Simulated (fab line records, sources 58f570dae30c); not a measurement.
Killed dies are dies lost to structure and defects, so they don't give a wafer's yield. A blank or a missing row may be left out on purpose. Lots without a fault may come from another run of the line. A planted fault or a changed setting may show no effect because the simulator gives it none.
fab line records | flow berkeley_cmos170
record lots=5 wafers=15 last_day=10
route steps=331 shown CONTACT@216 M1@238
lots that met no fault: from a run of the same line without faults
start_h: hours from the record's first day to the start of the lot's first wafer shown | wait_h: hours since the lot's step before | " the same as in the row above | L1.1+2: a row that stands for several wafers | - no value, or no start given | * or withheld: withheld | < > ~ a bound
route shown NAME@n: a module of which the file shows steps, and the number in the route of the first | usual: mean/standard deviation of fault-free wafers | same: alike in all rows | chamber/n: place in a boat | sites: the reading at each site | _std_site: their standard deviation | _edge_site: outer sites' mean less inner sites' | radius_mm: how far each site lies from the wafer's centre | mask NAME#n: copy n | behind: the tool/chamber that last shaped the wafer | hold: why the lot was held/for how many hours/how that ended | device: the transistor (n, p or np) that didn't switch | end of line: the same wafers' tests at the end of the route | a step without rows: its recipe alone | killed: dies lost to structure and defects at the first sort, not the wafer's yield | map: a wafer's dies, x killed, . not, _ none there
set.NAME: the setting as run; set.NAME@STEP: as run at that earlier step | model.NAME: the simulator's own value behind a step, which no gauge read
lots at some steps of the route; a table a step, a row a wafer
services: from which hour (start_h, from the record's first day; less than 0 if before it) a tool's chamber was out of use, for how many hours, and why
## steps
# step UCB170_CONTACT_CLEAN_00
# recipe chemistry=SPM temp_c=120 time_s=600
# columns lot.wafer tool chamber start_h wait_h
L075.2+3+4 wet_bench-01 0 147.36 0.0
L078.2+3+6 wet_bench-01 0 156.53 0.0
L085.1+2+4 wet_bench-03 1 197.30 0.1
L088.2+3+4 wet_bench-01 1 207.31 0.0
L093.2+4+5 wet_bench-04 3 225.07 0.0
# step UCB170_CONTACT_CVD_01
# recipe material=PSG target_thk_nm=700 temp_c=450 precursor=SiH4/O2/PH3 time_s=2820 pressure_mtorr=300 sih4_flow_sccm=60 o2_flow_sccm=90 ph3_flow_sccm=25
# usual sih4_flow_sccm=59.96/0.18 spike_tc_load_C=468/3.3
# columns lot.wafer tool chamber start_h wait_h sih4_flow_sccm spike_tc_load_C
L075.2 lpcvd-01 0 148.90 1.4 59.88 468
L075.3 " 0 " " 60.22 467
L075.4 " 0 " " 60.11 465
L078.2 lpcvd-02 0 156.70 0.0 60.19 471
L078.3 " 0 " " 60.08 472
L078.6 " 0 " " 59.98 471
L085.1 lpcvd-02 0 199.09 1.6 59.98 469
L085.2 " 0 " " 60.03 471
L085.4 " 0 " " 59.98 471
L088.2 lpcvd-01 0 207.50 0.0 59.96 468
L088.3 " 0 " " 59.71 469
L088.4 " 0 " " 59.77 466
L093.2 lpcvd-02 1 225.97 0.7 59.80 470
L093.4 " 1 " " 59.93 471
L093.5 " 1 " " 59.87 470
# step UCB170_CONTACT_THK_MEAS_02
# recipe reads=PSG_of_CONTACT_CVD_01
# usual CONTACT_PSG_THK=700/7.9
# columns lot.wafer tool chamber start_h wait_h CONTACT_PSG_THK[nm]
L075.2 film_metro-03 - 150.69 0.0 700
L075.3 " - " " 704
L075.4 " - " " 700
L078.2 film_metro-04 - 158.50 0.0 715
L078.3 " - " " 715
L078.6 " - " " 717
L085.1 film_metro-02 - 200.87 0.0 689
L085.2 " - " " 687
L085.4 " - " " 682
L088.2 film_metro-03 - 209.29 0.0 703
L088.3 " - " " 706
L088.4 " - " " 712
L093.2 film_metro-02 - 227.77 0.0 703
L093.4 " - " " 702
L093.5 " - " " 699
# step UCB170_CONTACT_HMDS_03
# recipe prime_time_s=60 prime_temp_c=100
# usual resist_line_temp_C=23.00/0.11
# columns lot.wafer tool chamber start_h wait_h resist_line_temp_C
L075.2 litho_track-03 0 150.77 0.1 23.08
L075.3 " 0 " " 22.99
L075.4 " 0 " " 23.04
L078.2 litho_track-04 0 158.57 0.1 23.18
L078.3 " 0 " " 23.14
L078.6 " 0 " " 23.07
L085.1 litho_track-03 0 200.93 0.1 23.12
L085.2 " 0 " " 23.09
L085.4 " 0 " " 23.06
L088.2 litho_track-04 0 209.38 0.1 23.13
L088.3 " 0 " " 22.93
L088.4 " 0 " " 23.02
L093.2 litho_track-04 0 228.03 0.3 22.99
L093.4 " 0 " " 22.91
L093.5 " 0 " " 22.99
# step UCB170_CONTACT_COAT_04
# recipe resist=KrF spin_rpm=1500 resist_thk_nm=900
# usual resist_line_temp_C=23.00/0.11
# columns lot.wafer tool chamber start_h wait_h resist_line_temp_C
L075.2 litho_track-03 0 150.92 0.1 23.04
L075.3 " 0 " " 23.05
L075.4 " 0 " " 23.15
L078.2 litho_track-04 0 158.72 0.1 22.90
L078.3 " 0 " " 22.91
L078.6 " 0 " " 22.92
L085.1 litho_track-03 0 201.08 0.1 22.95
L085.2 " 0 " " 22.89
L085.4 " 0 " " 23.09
L088.2 litho_track-04 0 209.53 0.1 22.87
L088.3 " 0 " " 22.98
L088.4 " 0 " " 22.93
L093.2 litho_track-04 0 228.18 0.1 23.00
L093.4 " 0 " " 23.09
L093.5 " 0 " " 23.00
# step UCB170_CONTACT_SOFTBAKE_05
# recipe resist=KrF temp_c=130 time_s=60
# usual plate_temp_C=130.01/0.17 resist_line_temp_C=23.00/0.12
# columns lot.wafer tool chamber start_h wait_h plate_temp_C resist_line_temp_C
L075.2 litho_track-03 0 151.07 0.1 129.95 23.04
L075.3 " 0 " " 129.82 22.99
L075.4 " 0 " " 129.75 22.96
L078.2 litho_track-04 0 158.87 0.1 130.22 22.98
L078.3 " 0 " " 130.08 23.03
L078.6 " 0 " " 130.15 22.92
L085.1 litho_track-03 0 201.23 0.1 130.06 23.04
L085.2 " 0 " " 130.04 23.27
L085.4 " 0 " " 130.11 22.79
L088.2 litho_track-04 0 209.68 0.1 129.81 23.18
L088.3 " 0 " " 129.91 23.04
L088.4 " 0 " " 130.25 22.91
L093.2 litho_track-04 0 228.33 0.1 130.06 23.01
L093.4 " 0 " " 129.74 23.00
L093.5 " 0 " " 129.89 22.98
# step UCB170_CONTACT_STRIP_06
# recipe chemistry=O2 power_w=400 pressure_mtorr=3500 platen_temp_c=withheld o2_flow_sccm=400 overash_fraction=0.5
# usual drypump_motor_current_A=5.6/0.51 oes_product_au=0.734/0.0044 strip_time_to_endpoint_s=21.96/0.056
# columns lot.wafer tool chamber start_h wait_h drypump_motor_current_A oes_product_au rf_hours_counter_h strip_time_to_endpoint_s
L075.2 plasma_asher-01 1 151.19 0.1 4.8 0.726 4 21.93
L075.3 " 1 " " 4.8 0.730 - 21.90
L075.4 " 0 " " 5.9 0.730 - 21.89
L078.2 plasma_asher-04 1 159.00 0.1 6.1 0.739 50 21.96
L078.3 " 1 " " 6.1 0.729 - 22.01
L078.6 " 1 " " 6.1 0.737 - 22.09
L085.1 plasma_asher-01 1 201.38 0.1 4.8 0.727 10 21.85
L085.2 " 0 " " 5.9 0.730 10 21.90
L085.4 " 1 " " 4.8 0.734 - 21.96
L088.2 plasma_asher-02 1 209.81 0.1 5.4 0.733 41 22.08
L088.3 " 0 " " 5.2 0.733 - 21.98
L088.4 " 1 " " 5.4 0.737 - 21.98
L093.2 plasma_asher-04 1 228.46 0.1 6.0 0.740 58 22.00
L093.4 " 1 " " 6.1 0.734 - 22.01
L093.5 " 1 " " 6.0 0.740 - 21.99
# step UCB170_CONTACT_CLEAN_07
# recipe chemistry=SPM temp_c=120 time_s=600
# columns lot.wafer tool chamber start_h wait_h
L075.2+3+4 wet_bench-01 0 151.46 0.2
L078.2+3+6 wet_bench-01 0 159.10 0.1
L085.1+2+4 wet_bench-01 1 201.57 0.2
L088.2+3+4 wet_bench-01 2 209.91 0.1
L093.2+4+5 wet_bench-01 2 228.78 0.3
# step UCB170_CONTACT_RTA_08
# recipe temp_c=900 time_s=10 ambient=N2
# usual lamp_power_pct=23.2/0.78 wafer_temp_C_max=905.2/0.93
# columns lot.wafer tool chamber start_h wait_h lamp_power_pct wafer_temp_C_max
L075.2 rtp_anneal-02 0 151.64 0.0 24.0 904.9
L075.3 " 0 " " 24.0 904.3
L075.4 " 0 " " 24.0 903.7
L078.2 rtp_anneal-01 0 159.28 0.0 22.4 905.3
L078.3 " 0 " " 22.5 904.4
L078.6 " 0 " " 22.4 906.1
L085.1 rtp_anneal-01 0 201.74 0.0 22.4 903.9
L085.2 " 0 " " 22.4 904.0
L085.4 " 0 " " 22.5 905.2
L088.2 rtp_anneal-01 0 210.11 0.0 22.4 905.4
L088.3 " 0 " " 22.4 905.6
L088.4 " 0 " " 22.4 904.1
L093.2 rtp_anneal-01 0 228.99 0.0 22.4 904.9
L093.4 " 0 " " 22.5 904.9
L093.5 " 0 " " 22.5 904.0
# step UCB170_CONTACT_COAT_09
# recipe resist=BARC temp_c=withheld time_s=withheld spin_rpm=3000 resist_thk_nm=withheld
# usual resist_line_temp_C=*
# columns lot.wafer tool chamber start_h wait_h resist_line_temp_C
L075.2 litho_track-01 0 151.72 0.1 *
L075.3 " 0 " " *
L075.4 " 0 " " *
L078.2 litho_track-03 0 159.36 0.1 *
L078.3 " 0 " " *
L078.6 " 0 " " *
L085.1 litho_track-03 0 201.81 0.1 *
L085.2 " 0 " " *
L085.4 " 0 " " *
L088.2 litho_track-03 0 210.52 0.4 *
L088.3 " 0 " " *
L088.4 " 0 " " *
L093.2 litho_track-01 0 229.31 0.3 *
L093.4 " 0 " " *
L093.5 " 0 " " *
# step UCB170_CONTACT_COAT_10
# recipe resist=KrF spin_rpm=1500 resist_thk_nm=900
# usual resist_line_temp_C=22.99/0.1
# columns lot.wafer tool chamber start_h wait_h resist_line_temp_C
L075.2 litho_track-01 0 - - 22.99
L075.3 " 0 " " 22.98
L075.4 " 0 " " 23.05
L078.2 litho_track-03 0 - - 23.10
L078.3 " 0 " " 23.07
L078.6 " 0 " " 23.06
L085.1 litho_track-03 0 - - 23.05
L085.2 " 0 " " 23.02
L085.4 " 0 " " 22.94
L088.2 litho_track-03 0 - - 23.02
L088.3 " 0 " " 23.15
L088.4 " 0 " " 23.20
L093.2 litho_track-01 0 - - 22.90
L093.4 " 0 " " 22.87
L093.5 " 0 " " 22.80
# step UCB170_CONTACT_SOFTBAKE_11
# recipe resist=KrF temp_c=130 time_s=60
# usual plate_temp_C=130.00/0.13 resist_line_temp_C=23.00/0.12
# columns lot.wafer tool chamber start_h wait_h plate_temp_C resist_line_temp_C
L075.2 litho_track-01 0 - - 130.11 22.83
L075.3 " 0 " " 130.08 22.92
L075.4 " 0 " " 130.08 23.00
L078.2 litho_track-03 0 - - 130.04 23.15
L078.3 " 0 " " 129.82 23.30
L078.6 " 0 " " 129.98 23.16
L085.1 litho_track-03 0 - - 130.00 22.96
L085.2 " 0 " " 130.07 22.86
L085.4 " 0 " " 130.08 22.99
L088.2 litho_track-03 0 - - 130.01 23.02
L088.3 " 0 " " 130.07 23.03
L088.4 " 0 " " 129.89 23.04
L093.2 litho_track-01 0 - - 129.83 22.85
L093.4 " 0 " " 129.76 22.94
L093.5 " 0 " " 129.74 22.89
# step UCB170_CONTACT_EXPOSE_12
# recipe mask_id=CONT target_cd_nm=700 na=0.5 sigma_outer=0.6 source_shape=conventional dose_mj=35
# usual exposure_dose_mJ_cm2=34.96/0.037
# columns lot.wafer tool chamber start_h wait_h mask exposure_dose_mJ_cm2
L075.2 krf_scanner-02 0 152.17 - CONT#0 34.93
L075.3 " 0 " " CONT#0 34.91
L075.4 " 0 " " CONT#0 34.93
L078.2 krf_scanner-01 0 159.93 - CONT#0 34.97
L078.3 " 0 " " CONT#0 34.92
L078.6 " 0 " " CONT#0 34.92
L085.1 krf_scanner-02 0 202.39 - CONT#0 34.93
L085.2 " 0 " " CONT#0 34.91
L085.4 " 0 " " CONT#0 35.00
L088.2 krf_scanner-02 0 211.09 - CONT#0 34.96
L088.3 " 0 " " CONT#0 35.03
L088.4 " 0 " " CONT#0 35.00
L093.2 krf_scanner-02 0 229.90 - CONT#0 34.97
L093.4 " 0 " " CONT#0 34.95
L093.5 " 0 " " CONT#0 34.98
# step UCB170_CONTACT_PEB_13
# recipe peb_temp_c=130 peb_time_s=withheld resist=KrF
# usual plate_temp_C=130.04/0.14 resist_line_temp_C=23.00/0.099
# columns lot.wafer tool chamber start_h wait_h plate_temp_C resist_line_temp_C
L075.2 litho_track-01 0 152.62 0.4 130.00 22.98
L075.3 " 0 " " 129.93 23.09
L075.4 " 0 " " 129.84 23.03
L078.2 litho_track-04 0 160.06 0.1 130.23 23.17
L078.3 " 0 " " 129.89 23.05
L078.6 " 0 " " 129.81 23.22
L085.1 litho_track-04 0 202.71 0.3 129.98 22.89
L085.2 " 0 " " 130.07 22.93
L085.4 " 0 " " 130.18 22.82
L088.2 litho_track-01 0 211.67 0.6 130.08 23.07
L088.3 " 0 " " 130.22 22.98
L088.4 " 0 " " 130.02 22.92
L093.2 litho_track-01 0 230.04 0.1 130.00 23.08
L093.4 " 0 " " 130.25 23.00
L093.5 " 0 " " 130.01 22.97
# step UCB170_CONTACT_DEVELOP_14
# recipe developer=TMAH develop_time_s=45 resist=KrF dev_temp_c=21
# usual resist_line_temp_C=23.00/0.098
# columns lot.wafer tool chamber start_h wait_h resist_line_temp_C
L075.2 litho_track-01 0 - - 23.13
L075.3 " 0 " " 23.01
L075.4 " 0 " " 22.82
L078.2 litho_track-04 0 - - 23.16
L078.3 " 0 " " 23.08
L078.6 " 0 " " 22.99
L085.1 litho_track-04 0 - - 23.02
L085.2 " 0 " " 23.24
L085.4 " 0 " " 23.06
L088.2 litho_track-01 0 - - 23.14
L088.3 " 0 " " 23.05
L088.4 " 0 " " 23.05
L093.2 litho_track-01 0 - - 23.00
L093.4 " 0 " " 23.03
L093.5 " 0 " " 22.99
# step UCB170_CONTACT_CD_MEAS_15
# recipe target_cd_nm=700
# usual cd_nm=700.0/1.2
# columns lot.wafer tool chamber start_h wait_h cd_nm
L075.2 cd_sem-02 - 152.89 - 699.8
L075.3 " - " " 699.4
L075.4 " - " " 699.5
L078.2 cd_sem-01 - 160.33 - 701.1
L078.3 " - " " 701.9
L078.6 " - " " 702.1
L085.1 cd_sem-01 - 202.99 - 699.0
L085.2 " - " " 699.5
L085.4 " - " " 700.0
L088.2 cd_sem-02 - 211.94 - 700.1
L088.3 " - " " 700.2
L088.4 " - " " 700.2
L093.2 cd_sem-02 - 230.31 - 700.1
L093.4 " - " " 698.5
L093.5 " - " " 698.7
# step UCB170_CONTACT_OVL_MEAS_16
# usual CONTACT_OVL=0/5.9
# columns lot.wafer tool chamber start_h wait_h CONTACT_OVL[nm]
L075.2 overlay-02 - 153.00 0.1 11
L075.3 " - " " 1
L075.4 " - " " 10
L078.2 overlay-02 - 160.43 0.1 -5
L078.3 " - " " 0
L078.6 " - " " -4
L085.1 overlay-01 - 203.11 0.1 6
L085.2 " - " " 9
L085.4 " - " " 11
L088.2 overlay-02 - 212.04 0.1 -9
L088.3 " - " " -7
L088.4 " - " " -4
L093.2 overlay-01 - 230.41 0.1 11
L093.4 " - " " 2
L093.5 " - " " -6
# step UCB170_CONTACT_ETCH_17
# recipe chemistry=N2/H2 target_depth_a=withheld overetch_a=withheld target=BARC time_s=withheld source_w=500 bias_w=100 pressure_mtorr=30 n2_flow_sccm=100 h2_flow_sccm=200
# usual drypump_motor_current_A=5.7/0.47 oes_product_au=0.998/0.014 throttle_valve_pct=13.23/0.14
# columns lot.wafer tool chamber start_h wait_h drypump_motor_current_A oes_product_au throttle_valve_pct
L075.2 rie_diel-03 1 153.03 0.0 6.4 0.997 13.04
L075.3 " 0 " " 5.0 0.995 13.24
L075.4 " 2 " " 6.1 1.008 13.25
L078.2 rie_diel-03 0 160.46 0.0 5.0 0.985 13.25
L078.3 " 2 " " 6.0 1.018 13.24
L078.6 " 3 " " 6.3 0.992 13.05
L085.1 rie_diel-03 0 203.14 0.0 5.0 1.006 13.23
L085.2 " 2 " " 6.0 1.021 13.23
L085.4 " 3 " " 6.3 0.990 13.06
L088.2 rie_diel-01 1 212.07 0.0 5.2 0.999 13.32
L088.3 " 3 " " 5.7 1.007 13.02
L088.4 " 0 " " 5.8 0.989 13.35
L093.2 rie_diel-01 0 230.44 0.0 5.8 0.996 13.36
L093.4 " 3 " " 5.7 1.018 13.00
L093.5 " 3 " " 5.7 1.011 13.02
# step UCB170_CONTACT_ETCH_18
# recipe chemistry=CHF3/CF4/Ar target=PSG stop_on=TiSi2 CHF3_flow_sccm=45 cf4_flow_sccm=15 Ar_flow_sccm=150 pressure_mtorr=200 rf_w=700 target_depth_a=8400 over_etch_frac=0.2 time_s=195
# usual drypump_motor_current_A=5.7/0.48 oes_product_au=0.895/0.014 throttle_valve_pct=6.86/0.1
# columns lot.wafer tool chamber start_h wait_h drypump_motor_current_A oes_product_au rf_hours_counter_h throttle_valve_pct
L075.2 rie_diel-03 1 - - 6.4 0.885 51 6.70
L075.3 " 0 " " 5.0 0.886 13 6.83
L075.4 " 2 " " 6.0 0.891 21 6.82
L078.2 rie_diel-03 0 - - 5.0 0.897 13 6.84
L078.3 " 2 " " 6.0 0.901 21 6.80
L078.6 " 3 " " 6.3 0.903 - 6.79
L085.1 rie_diel-03 0 - - 5.0 0.888 16 6.83
L085.2 " 2 " " 6.0 0.880 23 6.82
L085.4 " 3 " " 6.3 0.869 12 6.80
L088.2 rie_diel-01 1 - - 5.2 0.903 27 6.94
L088.3 " 3 " " 5.7 0.915 79 6.67
L088.4 " 0 " " 5.8 0.910 69 6.96
L093.2 rie_diel-01 0 - - 5.8 0.906 70 6.93
L093.4 " 3 " " 5.7 0.907 80 6.68
L093.5 " 3 " " 5.7 0.913 - 6.68
# step UCB170_CONTACT_STRIP_19
# recipe chemistry=O2 power_w=400 pressure_mtorr=3500 platen_temp_c=withheld o2_flow_sccm=400 overash_fraction=0.5259
# usual drypump_motor_current_A=5.7/0.5 oes_product_au=0.717/0.0044
# columns lot.wafer tool chamber start_h wait_h drypump_motor_current_A oes_product_au rf_hours_counter_h
L075.2 plasma_asher-01 1 153.20 - 4.8 0.717 4
L075.3 " 0 " " 5.8 0.718 -
L075.4 " 1 " " 4.8 0.720 -
L078.2 plasma_asher-01 0 160.63 - 5.9 0.718 5
L078.3 " 1 " " 4.8 0.725 -
L078.6 " 0 " " 5.9 0.714 -
L085.1 plasma_asher-04 0 203.31 - 6.3 0.721 55
L085.2 " 1 " " 6.1 0.708 55
L085.4 " 0 " " 6.3 0.718 -
L088.2 plasma_asher-01 1 212.24 - 4.8 0.724 11
L088.3 " 1 " " 4.8 0.720 -
L088.4 " 0 " " 5.9 0.719 -
L093.2 plasma_asher-04 1 230.61 - 6.1 0.709 58
L093.4 " 1 " " 6.1 0.724 -
L093.5 " 0 " " 6.3 0.716 -
# step UCB170_CONTACT_CD_MEAS_90
# recipe target_cd_nm=700
# usual cd_nm=700.0/1.3
# columns lot.wafer tool chamber start_h wait_h cd_nm
L075.2 cd_sem-01 - 153.32 0.1 699.9
L075.3 " - " " 698.4
L075.4 " - " " 700.5
L078.2 cd_sem-02 - 160.75 0.1 700.5
L078.3 " - " " 701.6
L078.6 " - " " 701.6
L085.1 cd_sem-01 - 203.51 0.2 698.1
L085.2 " - " " 699.0
L085.4 " - " " 700.0
L088.2 cd_sem-01 - 212.36 0.1 701.0
L088.3 " - " " 699.7
L088.4 " - " " 700.6
L093.2 cd_sem-01 - 230.73 0.1 701.3
L093.4 " - " " 698.6
L093.5 " - " " 698.9
# step UCB170_CONTACT_CLEAN_20
# recipe chemistry=SPM temp_c=120 time_s=600
# columns lot.wafer tool chamber start_h wait_h
L075.2+3+4 wet_bench-01 3 153.53 0.2
L078.2+3+6 wet_bench-01 3 160.85 0.1
L085.1+2+4 wet_bench-01 3 203.63 0.1
L088.2+3+4 wet_bench-01 3 212.46 0.1
L093.2+4+5 wet_bench-01 0 230.94 0.2
# step UCB170_M1_SPUTTER_00
# recipe material=Al target_thk_nm=600 time_s=80 power_w=6000 chamber_pressure_pa=0.5
# usual throttle_valve_pct=30.1/1.3
# columns lot.wafer tool chamber start_h wait_h throttle_valve_pct
L075.2 pvd_sputter-03 - 153.71 0.0 27.7
L075.3 " - " " 28.8
L075.4 " - " " 30.7
L078.2 pvd_sputter-03 - 161.02 0.0 30.2
L078.3 " - " " 27.9
L078.6 " - " " 30.5
L085.1 pvd_sputter-03 - 203.81 0.0 28.1
L085.2 " - " " 31.1
L085.4 " - " " 30.5
L088.2 pvd_sputter-02 - 212.63 0.0 30.3
L088.3 " - " " 31.2
L088.4 " - " " 32.2
L093.2 pvd_sputter-02 - 231.13 0.0 31.9
L093.4 " - " " 31.1
L093.5 " - " " 32.1
# step UCB170_M1_RS_MEAS_01
# recipe thk_meas_gauge=four-point-probe reads=Al_of_M1_SPUTTER_00
# usual M1_AL_RS=0.0484/0.0005
# columns lot.wafer tool chamber start_h wait_h M1_AL_RS[ohm/sq]
L075.2 film_metro-01 - 153.79 0.1 0.0479
L075.3 " - " " 0.0477
L075.4 " - " " 0.0479
L078.2 film_metro-02 - 161.11 0.1 0.0486
L078.3 " - " " 0.0485
L078.6 " - " " 0.0484
L085.1 film_metro-03 - 203.87 0.0 0.0480
L085.2 " - " " 0.0485
L085.4 " - " " 0.0483
L088.2 film_metro-02 - 212.71 0.1 0.0489
L088.3 " - " " 0.0482
L088.4 " - " " 0.0487
L093.2 film_metro-02 - 231.21 0.1 0.0482
L093.4 " - " " 0.0477
L093.5 " - " " 0.0483
# step UCB170_M1_THK_MEAS_02
# recipe thk_meas_gauge=xrf reads=Al_of_M1_SPUTTER_00
# usual M1_AL_THK=601/6.9
# columns lot.wafer tool chamber start_h wait_h M1_AL_THK[nm]
L075.2 film_metro-01 - 153.90 0.1 603
L075.3 " - " " 603
L075.4 " - " " 600
L078.2 film_metro-02 - 161.22 0.1 603
L078.3 " - " " 605
L078.6 " - " " 603
L085.1 film_metro-03 - 203.99 0.1 606
L085.2 " - " " 606
L085.4 " - " " 606
L088.2 film_metro-02 - 212.82 0.1 599
L088.3 " - " " 611
L088.4 " - " " 601
L093.2 film_metro-02 - 231.32 0.1 602
L093.4 " - " " 608
L093.5 " - " " 601
# step UCB170_M1_COAT_03
# recipe resist=BARC temp_c=withheld time_s=withheld spin_rpm=3000 resist_thk_nm=withheld
# usual resist_line_temp_C=*
# columns lot.wafer tool chamber start_h wait_h resist_line_temp_C
L075.2 litho_track-01 0 154.52 0.6 *
L075.3 " 0 " " *
L075.4 " 0 " " *
L078.2 litho_track-02 0 161.67 0.4 *
L078.3 " 0 " " *
L078.6 " 0 " " *
L085.1 litho_track-02 0 204.19 0.2 *
L085.2 " 0 " " *
L085.4 " 0 " " *
L088.2 litho_track-04 0 212.90 0.1 *
L088.3 " 0 " " *
L088.4 " 0 " " *
L093.2 litho_track-01 0 231.39 0.1 *
L093.4 " 0 " " *
L093.5 " 0 " " *
# step UCB170_M1_COAT_04
# recipe resist=KrF spin_rpm=1500 resist_thk_nm=900
# usual resist_line_temp_C=23.00/0.13
# columns lot.wafer tool chamber start_h wait_h resist_line_temp_C
L075.2 litho_track-01 0 - - 23.01
L075.3 " 0 " " 22.92
L075.4 " 0 " " 22.85
L078.2 litho_track-02 0 - - 22.90
L078.3 " 0 " " 22.88
L078.6 " 0 " " 22.87
L085.1 litho_track-02 0 - - 23.14
L085.2 " 0 " " 23.04
L085.4 " 0 " " 22.95
L088.2 litho_track-04 0 - - 23.04
L088.3 " 0 " " 23.04
L088.4 " 0 " " 22.99
L093.2 litho_track-01 0 - - 23.05
L093.4 " 0 " " 22.93
L093.5 " 0 " " 23.01
# step UCB170_M1_SOFTBAKE_05
# recipe resist=KrF temp_c=130 time_s=60
# usual plate_temp_C=129.97/0.12 resist_line_temp_C=23.01/0.11
# columns lot.wafer tool chamber start_h wait_h plate_temp_C resist_line_temp_C
L075.2 litho_track-01 0 - - 130.10 23.16
L075.3 " 0 " " 129.78 23.18
L075.4 " 0 " " 129.86 22.92
L078.2 litho_track-02 0 - - 129.94 23.02
L078.3 " 0 " " 129.93 23.17
L078.6 " 0 " " 129.79 22.92
L085.1 litho_track-02 0 - - 130.07 23.08
L085.2 " 0 " " 129.81 23.16
L085.4 " 0 " " 130.13 23.24
L088.2 litho_track-04 0 - - 129.71 22.91
L088.3 " 0 " " 129.88 23.11
L088.4 " 0 " " 129.99 23.10
L093.2 litho_track-01 0 - - 130.07 23.08
L093.4 " 0 " " 129.70 22.93
L093.5 " 0 " " 129.96 23.03
# step UCB170_M1_EXPOSE_06
# recipe mask_id=METAL1 target_cd_nm=700 na=0.5 sigma_outer=0.6 source_shape=conventional dose_mj=21
# usual exposure_dose_mJ_cm2=20.979/0.021
# columns lot.wafer tool chamber start_h wait_h mask exposure_dose_mJ_cm2
L075.2 krf_scanner-01 0 155.09 - METAL1#0 21.013
L075.3 " 0 " " METAL1#0 20.992
L075.4 " 0 " " METAL1#0 20.993
L078.2 krf_scanner-02 0 162.24 - METAL1#0 20.977
L078.3 " 0 " " METAL1#0 21.001
L078.6 " 0 " " METAL1#0 20.984
L085.1 krf_scanner-01 0 204.64 - METAL1#0 20.986
L085.2 " 0 " " METAL1#0 20.966
L085.4 " 0 " " METAL1#0 20.992
L088.2 krf_scanner-01 0 213.47 - METAL1#0 20.983
L088.3 " 0 " " METAL1#0 20.961
L088.4 " 0 " " METAL1#0 20.972
L093.2 krf_scanner-01 0 231.84 - METAL1#0 20.946
L093.4 " 0 " " METAL1#0 20.939
L093.5 " 0 " " METAL1#0 20.970
# step UCB170_M1_PEB_07
# recipe peb_temp_c=130 peb_time_s=withheld resist=KrF
# usual plate_temp_C=129.99/0.14 resist_line_temp_C=23.01/0.1
# columns lot.wafer tool chamber start_h wait_h plate_temp_C resist_line_temp_C
L075.2 litho_track-02 0 155.30 0.2 129.95 23.13
L075.3 " 0 " " 129.67 22.97
L075.4 " 0 " " 129.88 22.96
L078.2 litho_track-01 0 162.96 0.7 129.84 22.87
L078.3 " 0 " " 130.16 22.93
L078.6 " 0 " " 129.88 23.01
L085.1 litho_track-01 0 204.86 0.2 129.98 23.09
L085.2 " 0 " " 129.93 22.90
L085.4 " 0 " " 129.75 23.04
L088.2 litho_track-01 0 213.87 0.4 130.09 22.96
L088.3 " 0 " " 130.05 22.92
L088.4 " 0 " " 129.95 23.03
L093.2 litho_track-02 0 232.04 0.2 130.07 23.15
L093.4 " 0 " " 130.06 22.83
L093.5 " 0 " " 130.15 22.91
# step UCB170_M1_DEVELOP_08
# recipe developer=TMAH develop_time_s=45 resist=KrF dev_temp_c=21
# usual resist_line_temp_C=23.00/0.12
# columns lot.wafer tool chamber start_h wait_h resist_line_temp_C
L075.2 litho_track-02 0 - - 23.01
L075.3 " 0 " " 22.96
L075.4 " 0 " " 22.93
L078.2 litho_track-01 0 - - 22.88
L078.3 " 0 " " 22.99
L078.6 " 0 " " 22.97
L085.1 litho_track-01 0 - - 22.98
L085.2 " 0 " " 23.06
L085.4 " 0 " " 22.94
L088.2 litho_track-01 0 - - 23.03
L088.3 " 0 " " 23.16
L088.4 " 0 " " 22.98
L093.2 litho_track-02 0 - - 23.08
L093.4 " 0 " " 22.99
L093.5 " 0 " " 22.96
# step UCB170_M1_CD_MEAS_09
# recipe target_cd_nm=700
# usual cd_nm=700.0/1.5
# columns lot.wafer tool chamber start_h wait_h cd_nm
L075.2 cd_sem-01 - 155.64 - 701.9
L075.3 " - " " 702.0
L075.4 " - " " 702.0
L078.2 cd_sem-01 - 163.23 - 700.4
L078.3 " - " " 699.5
L078.6 " - " " 700.1
L085.1 cd_sem-01 - 205.38 - 703.8
L085.2 " - " " 703.6
L085.4 " - " " 702.0
L088.2 cd_sem-01 - 214.14 - 701.5
L088.3 " - " " 702.1
L088.4 " - " " 701.8
L093.2 cd_sem-01 - 232.31 - 700.1
L093.4 " - " " 700.3
L093.5 " - " " 699.7
# step UCB170_M1_OVL_MEAS_10
# usual M1_OVL=-1/5.3
# columns lot.wafer tool chamber start_h wait_h M1_OVL[nm]
L075.2 overlay-02 - 155.74 0.1 -4
L075.3 " - " " -4
L075.4 " - " " -3
L078.2 overlay-02 - 163.34 0.1 1
L078.3 " - " " 2
L078.6 " - " " -4
L085.1 overlay-02 - 205.50 0.1 -6
L085.2 " - " " 4
L085.4 " - " " 3
L088.2 overlay-02 - 214.24 0.1 3
L088.3 " - " " -5
L088.4 " - " " 5
L093.2 overlay-02 - 232.42 0.1 6
L093.4 " - " " 5
L093.5 " - " " -6
## services
# columns tool chamber start_h hours kind
krf_scanner-01 - 123.66 4.4 pm
krf_scanner-02 0 129.62 - calibration
krf_scanner-01 - 140.67 1.3 pm
plasma_asher-04 - 145.39 2.4 repair
rie_diel-03 1 159.17 7.0 repair
krf_scanner-01 - 167.00 1.0 pm
krf_scanner-01 - 172.95 3.6 pm
rie_diel-03 - 173.02 0.1 repair
krf_scanner-01 - 178.15 1.2 repair
rie_diel-03 3 189.20 5.1 repair
krf_scanner-01 - 205.05 1.0 repair
lpcvd-02 - 214.07 0.8 repair
rie_diel-01 - 221.75 0.7 repair
krf_scanner-02 - 228.36 0.8 pm
## key
fault none
